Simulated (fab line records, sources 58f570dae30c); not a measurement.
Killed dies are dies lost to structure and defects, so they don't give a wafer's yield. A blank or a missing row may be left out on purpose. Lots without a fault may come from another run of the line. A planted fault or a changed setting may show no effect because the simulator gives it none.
Which tool did it? | flow berkeley_cmos170 | 14 lots, 42 wafers sampled, at 4 steps of a route of 331

WHAT THE GAUGES READ, wafer by wafer
UCB170_NWELL_OVL_MEAS_12. Usual: NWELL_OVL 1 nm, standard deviation 5.9.
lot  | measured    | on         | NWELL_OVL (nm) | flag
L974 | day 2 05:58 | overlay-01 | -2 -9 -13      |
L978 | day 3 06:14 | overlay-01 | -1 1 -5        |
L979 | day 3 14:17 | overlay-01 | 4 8 3          |
L980 | day 3 21:03 | overlay-02 | 0 0 6          |
L982 | day 4 02:10 | overlay-01 | 1 -2 6         |
L981 | day 4 02:17 | overlay-02 | -6 -9 -3       |
L983 | day 4 08:41 | overlay-01 | 3 11 15        |
L985 | day 4 16:59 | overlay-01 | 2 5 9          |
L990 | day 5 21:26 | overlay-02 | 3 5 0          |
L992 | day 6 04:07 | overlay-02 | 6 13 -2        |
L991 | day 6 04:24 | overlay-01 | -9 -9 -2       |
L993 | day 6 10:59 | overlay-01 | 9 11 2         |
L994 | day 6 21:48 | overlay-02 | 3 -1 1         |
L995 | day 6 21:50 | overlay-01 | 11 5 10        |

UCB170_PSD_OVL_MEAS_07. Usual: PSD_OVL -3 nm, standard deviation 4.4.
lot  | measured     | on         | PSD_OVL (nm) | flag
L974 | day 6 06:31  | overlay-02 | -2 -7 -2     |
L978 | day 7 05:48  | overlay-01 | -7 -2 -11    |
L979 | day 7 17:43  | overlay-02 | 1 -1 -2      |
L980 | day 8 06:59  | overlay-02 | -8 -12 -8    |
L982 | day 8 07:08  | overlay-02 | -1 -3 1      |
L981 | day 8 07:28  | overlay-02 | -4 -6 -10    |
L983 | day 8 07:24  | overlay-01 | 0 3 5        |
L985 | day 8 23:26  | overlay-01 | -10 -13 -12  |
L990 | day 9 23:37  | overlay-02 | -6 -8 -7     |
L992 | day 10 11:49 | overlay-01 | -3 -2 1      |
L991 | day 10 12:04 | overlay-02 | -3 3 -4      |
L993 | day 10 12:17 | overlay-01 | -1 1 0       |
L994 | day 11 01:06 | overlay-02 | 6 1 5        |
L995 | day 11 01:17 | overlay-02 | -6 -4 2      |

WHICH TOOL RAN EACH LOT (tool, then ch and the chambers of the sampled wafers, then the start)
lot  | UCB170_ACTIVE_STRIP_16              | UCB170_SACOX_CLEAN_00
L974 | plasma_asher-01 ch 0,1, day 4 01:25 | wet_bench-01 ch 1, day 4 17:20
L978 | plasma_asher-02 ch 0,1, day 4 23:56 | wet_bench-03 ch 2, day 5 15:13
L979 | plasma_asher-01 ch 0,1, day 5 07:42 | wet_bench-04 ch 2, day 5 23:39
L980 | plasma_asher-03 ch 0,1, day 5 16:05 | wet_bench-03 ch 0, day 6 06:17
L982 | plasma_asher-03 ch 1, day 6 03:18   | wet_bench-04 ch 3, day 6 16:58
L981 | plasma_asher-03 ch 0,1, day 6 02:47 | wet_bench-04 ch 0, day 6 16:58
L983 | plasma_asher-01 ch 0,1, day 6 03:01 | wet_bench-04 ch 3, day 6 16:58
L985 | plasma_asher-02 ch 1, day 6 14:30   | wet_bench-01 ch 1, day 7 08:22
L990 | plasma_asher-03 ch 0,1, day 7 21:38 | wet_bench-03 ch 1, day 8 14:37
L992 | plasma_asher-02 ch 0,1, day 8 06:59 | wet_bench-03 ch 1, day 8 20:58
L991 | plasma_asher-02 ch 0,1, day 8 03:34 | wet_bench-03 ch 1, day 8 20:54
L993 | plasma_asher-03 ch 0,1, day 8 06:43 | wet_bench-03 ch 1, day 8 20:58
L994 | plasma_asher-01 ch 0,1, day 8 20:33 | wet_bench-01 ch 1, day 9 11:35
L995 | plasma_asher-02 ch 0,1, day 8 20:47 | wet_bench-01 ch 2, day 9 11:35
- UCB170_ACTIVE_STRIP_16: strips in O2.
- UCB170_SACOX_CLEAN_00: cleans in dHF, time 7.5 s.

WHAT THE TOOLS THEMSELVES READ (means of the sampled wafers that have a number; where no wafer has one, the mark that the record gives instead)
UCB170_ACTIVE_STRIP_16. Usual: drypump_motor_current_A 5.8 A, standard deviation 0.48; o2_flow_sccm 399.9 sccm, standard deviation 1.2; oes_product_au 0.721 a.u., standard deviation 0.0048; strip_time_to_endpoint_s 18.11 s, standard deviation 0.086.
lot  | tool            | drypump_motor_current_A (A) | o2_flow_sccm (sccm) | oes_product_au (a.u.) | strip_time_to_endpoint_s (s) | flag
L974 | plasma_asher-01 | 5.7                         | 400.0               | 0.728                 | 18.05                        |
L978 | plasma_asher-02 | 5.4                         | 399.3               | 0.720                 | 18.16                        |
L979 | plasma_asher-01 | 6.2                         | 400.6               | 0.723                 | 18.04                        |
L980 | plasma_asher-03 | 5.9                         | 399.7               | 0.720                 | 18.18                        |
L982 | plasma_asher-03 | 6.2                         | 399.4               | 0.723                 | 18.21                        |
L981 | plasma_asher-03 | 6.0                         | 401.2               | 0.723                 | 18.14                        |
L983 | plasma_asher-01 | 6.2                         | 400.1               | 0.724                 | 18.08                        |
L985 | plasma_asher-02 | 5.8                         | 401.3               | 0.723                 | 18.12                        |
L990 | plasma_asher-03 | 6.0                         | 400.3               | 0.717                 | 18.19                        |
L992 | plasma_asher-02 | 5.6                         | 399.2               | 0.723                 | 18.17                        |
L991 | plasma_asher-02 | 5.6                         | 401.3               | 0.720                 | 18.13                        |
L993 | plasma_asher-03 | 5.7                         | 398.5               | 0.718                 | 18.06                        |
L994 | plasma_asher-01 | 5.8                         | 399.4               | 0.717                 | 17.96                        |
L995 | plasma_asher-02 | 5.4                         | 400.7               | 0.729                 | 18.09                        |

THE ANSWER, worked out from the rows above alone
Rule: a lot is off if the mean of its wafers that have a number lies more than 3 standard deviations from the usual mean. A lot without any number at a reading at which 4 lots or more have one is off too. The other lots that the step has rows for count as sound. The gauges are gone through in route order, then the tools' own readings, and for those a lot's mean is taken as printed above. The first step at which some lot is off is used, and at that step the reading that is off furthest; a lot without a number counts as furthest.
No lot is off at any reading shown: from this, nothing can be told.

WHAT THE SIMULATOR HAD PUT IN
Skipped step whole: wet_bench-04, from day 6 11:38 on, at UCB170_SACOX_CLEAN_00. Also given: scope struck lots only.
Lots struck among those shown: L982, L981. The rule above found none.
